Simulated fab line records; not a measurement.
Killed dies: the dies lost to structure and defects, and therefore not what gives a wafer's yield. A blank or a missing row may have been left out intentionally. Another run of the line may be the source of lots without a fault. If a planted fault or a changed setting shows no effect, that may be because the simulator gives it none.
The tool behind it: which one? | flow berkeley-cmos170 | 11 lots with 33 wafers sampled at 5 steps, on a route of 331 steps

== WHAT THE GAUGES SHOWED, per wafer ==
UCB170_NWELL_OVL_MEAS_12. Usual: NWELL_OVL 0 nm, standard deviation 6.3.
lot  | measured    | on         | NWELL_OVL (nm) | flag
L518 | day 2 10:25 | overlay-01 | 8 3 -4         |
L519 | day 2 20:50 | overlay-01 | 3 3 1          |
L520 | day 2 21:04 | overlay-01 | -10 5 -9       |
L521 | day 3 03:38 | overlay-01 | 1 -5 -7        |
L522 | day 3 09:16 | overlay-01 | 4 4 4          |
L523 | day 3 09:26 | overlay-02 | 3 6 -3         |
L524 | day 3 18:23 | overlay-01 | 8 3 11         |
L525 | day 3 23:41 | overlay-02 | 3 6 12         |
L527 | day 4 09:43 | overlay-01 | 1 -9 -15       |
L528 | day 4 09:58 | overlay-02 | 7 9 3          |
L541 | day 7 08:43 | overlay-01 | -6 4 -5        |

UCB170_PWELL_THK_MEAS_03. Usual: PWELL_OXIDE_THK 26.4 nm, standard deviation 0.52.
lot  | measured    | on            | PWELL_OXIDE_THK (nm) | flag
L518 | day 3 00:20 | film-metro-01 | 26.3 26.1 26.5       |
L519 | day 3 06:57 | film-metro-01 | 25.5 25.1 25.8       |
L520 | day 3 06:56 | film-metro-02 | 26.4 25.9 25.9       |
L521 | day 3 15:41 | film-metro-01 | 26.4 26.3 26.4       |
L522 | day 3 20:49 | film-metro-04 | 26.3 26.7 26.3       |
L523 | day 3 20:49 | film-metro-02 | 26.6 26.5 26.7       |
L524 | day 4 05:24 | film-metro-01 | 26.8 26.5 27.1       |
L525 | day 4 09:25 | film-metro-02 | 25.6 25.4 26.2       |
L527 | day 4 20:37 | film-metro-04 | 26.3 26.6 26.5       |
L528 | day 4 20:35 | film-metro-01 | 27.3 27.7 27.0       |
L541 | day 7 20:06 | film-metro-04 | 25.8 25.7 25.6       |

UCB170_ACTIVE_THK_MEAS_06. Usual: ACTIVE_NITRIDE_THK 220.4 nm, standard deviation 1.8.
lot  | measured    | on            | ACTIVE_NITRIDE_THK (nm)             | flag
L518 | day 4 18:44 | film-metro-04 | 219.1 219.6 219.1                   |
L519 | day 4 18:45 | film-metro-01 | 219.6 218.5 217.5                   |
L520 | day 4 18:44 | film-metro-03 | 219.7 221.4 221.4                   |
L521 | day 5 12:08 | film-metro-03 | 221.2 220.3 220.8                   |
L522 | day 5 12:10 | film-metro-01 | 217.9 217.0 217.0                   |
L523 | day 5 12:10 | film-metro-04 | 219.1 220.5 218.5                   |
L524 | day 5 21:26 | film-metro-01 | 219.4 218.9 219.4                   |
L525 | day 6 02:10 | film-metro-01 | 219.2 219.9 221.1                   |
L527 | day 6 10:14 | film-metro-04 | 373.4 373.8 374.6 373.3 373.5 374.1 | OFF
L528 | day 6 10:13 | film-metro-01 | 375.1 375.6 374.4 375.1 375.6 375.1 | OFF
L541 | day 9 17:46 | film-metro-03 | 220.7 219.0 219.6                   |

== EACH LOT AND THE TOOL THAT RAN IT (in order: tool; ch and the chambers of the sampled wafers; start) ==
lot  | UCB170_PWELL_ETCH_14              | UCB170_ACTIVE_CVD_05
L518 | rie-diel-02 ch 1,2, day 3 07:25   | lpcvd-01 ch 0, day 4 16:49
L519 | rie-diel-02 ch 0,3, day 3 16:21   | lpcvd-01 ch 0, day 4 16:49
L520 | rie-diel-03 ch 0,2,3, day 3 16:08 | lpcvd-01 ch 0, day 4 16:49
L521 | rie-diel-01 ch 0,1,2, day 4 01:42 | lpcvd-01 ch 1, day 5 10:14
L522 | rie-diel-02 ch 0,1,3, day 4 07:00 | lpcvd-01 ch 0, day 5 10:14
L523 | rie-diel-01 ch 2,3, day 4 07:00   | lpcvd-01 ch 1, day 5 10:14
L524 | rie-diel-02 ch 0,1,2, day 4 13:19 | lpcvd-02 ch 1, day 5 19:31
L525 | rie-diel-03 ch 0,3, day 4 17:46   | lpcvd-02 ch 1, day 6 00:14
L527 | rie-diel-01 ch 0,1, day 5 04:03   | lpcvd-02 ch 0, day 6 08:17
L528 | rie-diel-03 ch 1,3, day 5 03:50   | lpcvd-02 ch 1, day 6 08:17
L541 | rie-diel-01 ch 0,3, day 8 06:29   | lpcvd-02 ch 0, day 9 15:50
- UCB170_PWELL_ETCH_14: etches Si3N4 in CH3F/Ar/O2, stops on SiO2, target depth 242 nm, time 151 s.
- UCB170_ACTIVE_CVD_05: deposits Si3N4 from SiH2Cl2/NH3, target thk 220 nm, time 3300 s.

== WHAT THE TOOLS THEMSELVES READ (means of the sampled wafers that have a number; where no wafer has one, the mark that the record gives instead) ==
UCB170_PWELL_ETCH_14. Usual: O2_flow_sccm 7.000 sccm, standard deviation 0.019; drypump-motor-current-A 5.5 A, standard deviation 0.41; oes-product-au 0.941 a.u., standard deviation 0.016; throttle-valve-pct 8.03 %, standard deviation 0.13.
lot  | tool        | O2_flow_sccm (sccm) | drypump-motor-current-A (A) | oes-product-au (a.u.) | throttle-valve-pct (%) | flag
L518 | rie-diel-02 | 6.988               | 5.9                         | 0.940                 | 8.04                   |
L519 | rie-diel-02 | 6.999               | 5.2                         | 0.942                 | 8.08                   |
L520 | rie-diel-03 | 7.010               | 5.7                         | 0.945                 | 8.06                   |
L521 | rie-diel-01 | 6.995               | 5.4                         | 0.943                 | 8.04                   |
L522 | rie-diel-02 | 6.998               | 5.4                         | 0.948                 | 8.04                   |
L523 | rie-diel-01 | 7.006               | 5.5                         | 0.939                 | 8.05                   |
L524 | rie-diel-02 | 7.001               | 5.9                         | 0.941                 | 8.07                   |
L525 | rie-diel-03 | 7.000               | 5.6                         | 0.941                 | 8.14                   |
L527 | rie-diel-01 | 6.990               | 5.2                         | 0.930                 | 8.04                   |
L528 | rie-diel-03 | 7.005               | 5.1                         | 0.920                 | 8.12                   |
L541 | rie-diel-01 | 6.992               | 5.2                         | 0.941                 | 8.06                   |

UCB170_ACTIVE_CVD_05. Usual: pressure-mtorr 199.9 mTorr, standard deviation 0.38; spike-tc-centre-C 801.1 C, standard deviation 1.9; spike-tc-load-C 825.6 C, standard deviation 2.7; spike-tc-source-C 820 C, standard deviation 4.9; susceptor-temp-C 800.0 C, standard deviation 0.32; zone-power-centre-pct 34.4 %, standard deviation 2; zone-power-load-pct 22.1 %, standard deviation 1.6; zone-power-source-pct 21.1 %, standard deviation 1.
lot  | tool     | pressure-mtorr (mTorr) | spike-tc-centre-C (C) | spike-tc-load-C (C) | spike-tc-source-C (C) | susceptor-temp-C (C) | zone-power-centre-pct (%) | zone-power-load-pct (%) | zone-power-source-pct (%) | flag
L518 | lpcvd-01 | 200.5                  | 802.8                 | 824.3               | 825                   | 799.7                | 33.0                      | 21.4                    | 21.6                      |
L519 | lpcvd-01 | 200.3                  | 801.9                 | 823.8               | 824                   | 799.9                | 33.1                      | 21.6                    | 21.8                      |
L520 | lpcvd-01 | 200.2                  | 802.8                 | 824.3               | 824                   | 800.1                | 32.9                      | 21.7                    | 21.6                      |
L521 | lpcvd-01 | 199.8                  | 803.1                 | 820.5               | 818                   | 800.3                | 38.5                      | 22.2                    | 20.4                      |
L522 | lpcvd-01 | 199.8                  | 801.6                 | 824.1               | 825                   | 799.9                | 32.9                      | 21.4                    | 21.8                      |
L523 | lpcvd-01 | 200.0                  | 802.4                 | 820.1               | 818                   | 800.3                | 38.7                      | 22.2                    | 20.3                      |
L524 | lpcvd-02 | 199.9                  | 798.5                 | 825.2               | 816                   | 799.9                | 33.1                      | 23.4                    | 20.4                      |
L525 | lpcvd-02 | 199.9                  | 799.1                 | 824.4               | 816                   | 799.8                | 33.3                      | 23.7                    | 20.5                      |
L527 | lpcvd-02 | 200.1                  | 905.7                 | 933.9               | 932                   | 903.1                | 41.9                      | 25.5                    | 29.7                      | OFF
L528 | lpcvd-02 | 200.4                  | 902.0                 | 929.8               | 920                   | 903.3                | 38.0                      | 30.9                    | 26.5                      | OFF
L541 | lpcvd-02 | 200.1                  | 803.1                 | 830.2               | 827                   | 800.2                | 36.5                      | 19.5                    | 22.5                      |

== THE ANSWER, worked out from the rows above alone ==
Rule: a lot counts as off when the mean over its wafers that have a number is more than 3 standard deviations away from the usual mean. Also off: a lot with no number at a reading for which 4 or more lots have one. All remaining lots with rows at the step are treated as sound. Order of review: gauges by route order, followed by the tools' own readings, for which a lot's mean as printed above is used. At the first step where some lot is off, the reading lying furthest off is the one used; lots without a number count as furthest.
Off: at UCB170_ACTIVE_THK_MEAS_06 (ACTIVE_NITRIDE_THK), L527, L528.
If a tool, at a process step before that reading, ran all the lots that are off and no sound lot after the first of them, it fits. The gauges at UCB170_ACTIVE_THK_MEAS_06 aren't tried: what is off there is off at UCB170_ACTIVE_CVD_05 too, on other tools, and a gauge's error can't cause that. No candidate that was tried fits.

== WHAT HAD BEEN PUT IN BY THE SIMULATOR ==
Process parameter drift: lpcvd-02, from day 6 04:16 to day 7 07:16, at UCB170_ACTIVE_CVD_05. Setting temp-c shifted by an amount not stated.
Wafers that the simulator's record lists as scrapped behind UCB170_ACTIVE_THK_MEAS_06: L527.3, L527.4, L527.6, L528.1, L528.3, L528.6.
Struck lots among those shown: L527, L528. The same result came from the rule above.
